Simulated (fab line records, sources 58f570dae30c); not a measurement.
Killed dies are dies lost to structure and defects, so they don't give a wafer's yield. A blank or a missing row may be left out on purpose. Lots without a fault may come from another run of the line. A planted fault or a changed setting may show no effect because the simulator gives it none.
Problem report in the 8D (eight disciplines) form, filled by code | flow berkeley_cmos170 | the parts of the form that need people (team, actions taken, sign-off) are left out

1. THE PROBLEM
heater_power_total_W at UCB170_M3_PEB_13 reads a mean of 57.84 W on 6 wafers of 2 lots; wafers without a fault read 56.80 W with a standard deviation of 0.041. That is +25 standard deviations from the usual mean.
First seen on wafer L710.1, day 11 19:05, on litho_track-02. The record holds 18 wafers of 6 lots with a number at this step. Rule for "out", or "out of limits": more than 4 standard deviations from the usual mean. The other wafers with a number count as sound.

2. WHAT IT IS AND WHAT IT IS NOT
question                    | is                     | is not
which readings at this step | heater_power_total_W   | -
which lots                  | L710, L713             | L698, L699, L709, L716
which wafers of those lots  | all that have a number | -
read on which tools         | litho_track-02         | litho_track-01, litho_track-04
when                        | from day 11 19:05      | up to then (6 sound wafers); but 6 sound wafers of L709, L716 came after

3. SUSPECTS, AND WHAT RULES EACH OUT
Counting: a tool at a process step up to the reading stays a suspect if it ran every lot that is out and no sound lot after the first of them.
- pvd_sputter-04 at UCB170_M3_SPUTTER_01 (material Al, target thk 900 nm, time 120 s): kept. It ran every lot that is out, first L710 (day 11 15:34), and no sound lot after that; its last sound lot up to then is L698 (day 9 08:30).
- plasma_asher-02 at UCB170_M3_STRIP_07 (strips in O2): kept. It ran every lot that is out, first L710 (day 11 17:43), and no sound lot after that; its last sound lot up to then is L699 (day 9 09:35).
- litho_track-02 at UCB170_M3_PEB_13: kept. It ran every lot that is out, first L710 (day 11 19:05), and no sound lot after that; its last sound lot up to then is L699 (day 9 11:41). Its own readings are out on those wafers: heater_power_total_W.
Left after counting: pvd_sputter-04 at UCB170_M3_SPUTTER_01, plasma_asher-02 at UCB170_M3_STRIP_07, litho_track-02 at UCB170_M3_PEB_13.

4. THE CAUSE (what the simulator had put in)
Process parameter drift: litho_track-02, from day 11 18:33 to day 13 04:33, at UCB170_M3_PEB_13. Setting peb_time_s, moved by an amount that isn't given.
Counting left 3 suspects, and this tool is among them.

5. THE CHAIN OF EFFECTS, in route order
Each row: a reading whose mean over the struck wafers that have a number lies more than 3 standard deviations from the usual. Only readings for which the record gives a usual standard deviation are gone through. hours: the time from each lot's start at the first step in this table that gives one to its start at this step, as a median over the lots. sigmas: the change in usual standard deviations.
hours | step             | reading              | usual   | on struck wafers | change | sigmas
0     | UCB170_M3_PEB_13 | heater_power_total_W | 56.80 W | 57.84            | +1.04  | +25
The process steps in it:
- UCB170_M3_PEB_13
Later measuring or inspecting steps at which every struck wafer that the step has a row for has a number for every such reading, and none has moved that far: UCB170_M3_CD_MEAS_15, UCB170_M3_OVL_MEAS_16.

6. WHAT WOULD HAVE CAUGHT IT SOONER
In this record the first reading out of limits was taken at day 11 19:05, 1 hour after the fault began at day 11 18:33.
